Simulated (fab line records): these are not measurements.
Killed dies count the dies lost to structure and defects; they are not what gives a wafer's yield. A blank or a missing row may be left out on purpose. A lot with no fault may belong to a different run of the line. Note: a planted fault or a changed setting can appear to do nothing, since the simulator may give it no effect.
8D (eight disciplines) problem report, filled in by code / flow berkeley_cmos170 / the parts of the form that need people (team, actions taken, sign-off) are left out

== 1. WHAT WENT WRONG ==
Wafers without a fault read 3500 mTorr, standard deviation 3.4; chamber_pressure_mTorr at UCB170_V1_STRIP_15 reads a mean of 2798 mTorr on 5 wafers belonging to 3 lots. That is -99 or more standard deviations from the usual mean.
The step: strips in O2.
First observed at day 9 11:18: wafer L335.2, on plasma_asher-02. At this step, 45 wafers from 15 lots have a number in the record. The rule behind "out" and "out of limits": a value lying over 4 standard deviations away from the usual mean. Any other wafer with a number is counted as sound.

== 2. WHAT IT IS AND WHAT IT IS NOT ==
question=which readings at this step | is=chamber_pressure_mTorr | is not=drypump_motor_current_A, strip_time_to_endpoint_s
question=which lots | is=L335, L337, L339 | is not=L329, L330, L331, L332, L336, L342, L346, L347, L348, L349, L351, L352
question=which wafers of those lots | is=L335.2, L335.6, L337.3, L339.3, L339.6 | is not=L335.1, L337.2, L337.4, L339.4
question=read on which tools | is=plasma_asher-02 | is not=plasma_asher-03, plasma_asher-04
question=when | is=from day 9 11:18 | is not=up to then (13 sound wafers); but 27 sound wafers of L336, L337, L339, L342, L346, L347, L348, L349, L351, L352 came after

== 3. THE SUSPECTS, EACH WITH WHAT RULES IT OUT ==
Counting: a tool at a process step up to the reading stays a suspect if it ran every lot that is out. Sound lots after the first of them don't rule it out here, since some wafers of a struck lot are sound.
- plasma_asher-02 at UCB170_V1_STRIP_15 (strips in O2): kept. It processed each lot that is out (first: L335, day 9 11:18); up to then, its last sound lot is L330 (day 8 09:17). On those wafers its own readings are out: chamber_pressure_mTorr.
- Within plasma_asher-02 at UCB170_V1_STRIP_15, the wafers that are out were processed in chamber 0 and their sound lot-mates in chamber 1.
Remaining after the count: plasma_asher-02 at UCB170_V1_STRIP_15.

== 4. THE CAUSE (what the simulator had put in) ==
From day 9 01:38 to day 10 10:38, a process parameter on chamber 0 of plasma_asher-02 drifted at UCB170_V1_STRIP_15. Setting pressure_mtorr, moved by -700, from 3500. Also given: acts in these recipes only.
Only this tool survived the counting.

== 5. THE EFFECT CHAIN, in route order ==
Rows list readings where the struck wafers' mean (over those with a number) sits beyond 3 standard deviations from the usual. Only readings for which the record gives a usual standard deviation are gone through. hours: the time from each lot's start at the first step in this table that gives one to its start at this step, as a median over the lots. sigmas: the change in usual standard deviations.
hours=0; step=UCB170_V1_STRIP_15; reading=chamber_pressure_mTorr; usual=3500 mTorr; on struck wafers=2798; change=-702; sigmas=-99 or more
Its process steps:
- UCB170_V1_STRIP_15: strips in O2.

== 6. WHAT WOULD HAVE CAUGHT IT SOONER ==
10 hours passed between the start of the fault at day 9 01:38 and the first reading out of limits in this record, taken at day 9 11:18.
